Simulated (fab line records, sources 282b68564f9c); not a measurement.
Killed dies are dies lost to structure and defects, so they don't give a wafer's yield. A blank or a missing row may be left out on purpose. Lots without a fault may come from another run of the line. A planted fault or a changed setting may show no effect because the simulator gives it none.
Split-lot experiment | flow rit_cmos | 5 lots, 23 wafers read, on a route of 202 steps

THE SPLIT
At RIT_ACTIVE_CVD_03 (deposits Si3N4 from SiH2Cl2/NH3, target thk 150 nm, time 1500 s), the setting time_s was moved away from the recipe's 1500 s on 15 of the 23 wafers read, by -12.1% to -4.7%. The other wafers ran this setting at the recipe's value.

The file shows no step between the split and the reading.

THE READING
ACTIVE_NITRIDE_THK, in nm, at RIT_ACTIVE_THK_MEAS_04. Fault-free wafers of this fab line usually give 150.0 nm, standard deviation 1.3 nm.

wafer  | tool, chamber at the split | time_s as run, s | against the recipe | ACTIVE_NITRIDE_THK, nm | against lot-mates on the recipe
L075.1 | -, -                       | 1430             | -4.7%              | 143.4                  | no lot-mate on the recipe
L075.2 | -, -                       | 1430             | -4.7%              | 142.8                  | no lot-mate on the recipe
L075.3 | -, -                       | 1430             | -4.7%              | 143.7                  | no lot-mate on the recipe
L075.4 | -, -                       | 1430             | -4.7%              | 142.8                  | no lot-mate on the recipe
L075.5 | -, -                       | 1430             | -4.7%              | 143.8                  | no lot-mate on the recipe
L076.1 | -, -                       | 1500             | recipe             | 149.3                  | -
L076.2 | -, -                       | 1500             | recipe             | 150.1                  | -
L076.3 | -, -                       | 1500             | recipe             | 148.6                  | -
L076.5 | -, -                       | 1500             | recipe             | 149.8                  | -
L076.6 | -, -                       | 1500             | recipe             | 149.4                  | -
L077.1 | lpcvd-02, 1                | 1500             | recipe             | 149.8                  | -
L077.2 | lpcvd-02, 1                | 1500             | recipe             | 149.7                  | -
L077.5 | lpcvd-02, 1                | 1500             | recipe             | 149.9                  | -
L078.1 | -, -                       | 1428             | -4.8%              | 141.9                  | no lot-mate on the recipe
L078.3 | -, -                       | 1428             | -4.8%              | 140.3                  | no lot-mate on the recipe
L078.4 | -, -                       | 1428             | -4.8%              | 142.2                  | no lot-mate on the recipe
L078.5 | -, -                       | 1428             | -4.8%              | 141.5                  | no lot-mate on the recipe
L078.6 | -, -                       | 1428             | -4.8%              | 141.9                  | no lot-mate on the recipe
L082.1 | -, -                       | 1319             | -12.1%             | 134.3                  | no lot-mate on the recipe
L082.2 | -, -                       | 1319             | -12.1%             | 136.8                  | no lot-mate on the recipe
L082.3 | -, -                       | 1319             | -12.1%             | 134.5                  | no lot-mate on the recipe
L082.4 | -, -                       | 1319             | -12.1%             | 134.4                  | no lot-mate on the recipe
L082.6 | -, -                       | 1319             | -12.1%             | 134.7                  | no lot-mate on the recipe

THE FIT
A straight line over all 23 wafers: ACTIVE_NITRIDE_THK changes by +1.22 nm for each +1% of time_s; r = +0.98; the points scatter about the line by 1.1 nm.
Too few moved wafers have a lot-mate on the recipe to fit a line with each lot's own level taken away.

THE WHOLE CHAIN: every reading that the file lists as answering this split, in the file's order
step                   | what it does                                                        | reading                                                                        | change (the file's fit)              | r (the file's)
RIT_ACTIVE_CVD_03      | deposits Si3N4 from SiH2Cl2/NH3, target thk 150 nm, time 1500 s     | Si3N4_of_ACTIVE_CVD_03.thk_nm (the simulator's own value, which no gauge read) | +1.21 nm for each +1% of the setting | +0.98
RIT_ACTIVE_THK_MEAS_04 |                                                                     | ACTIVE_NITRIDE_THK                                                             | +1.21 for each +1% of the setting    | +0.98
RIT_ACTIVE_ETCH_13     | etches Si3N4 in SF6, stops on SiO2, time 210 s, target depth 210 nm | ACTIVE.feature_depth_nm (the simulator's own value, which no gauge read)       | +1.21 nm for each +1% of the setting | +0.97
RIT_ACTIVE_ETCH_13     | etches Si3N4 in SF6, stops on SiO2, time 210 s, target depth 210 nm | etch.depth_nm (the simulator's own value, which no gauge read)                 | +1.27 nm for each +1% of the setting | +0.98

THE FILE'S OWN FIT
ACTIVE_NITRIDE_THK changes by +1.21 nm for each +1% of time_s, r = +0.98.
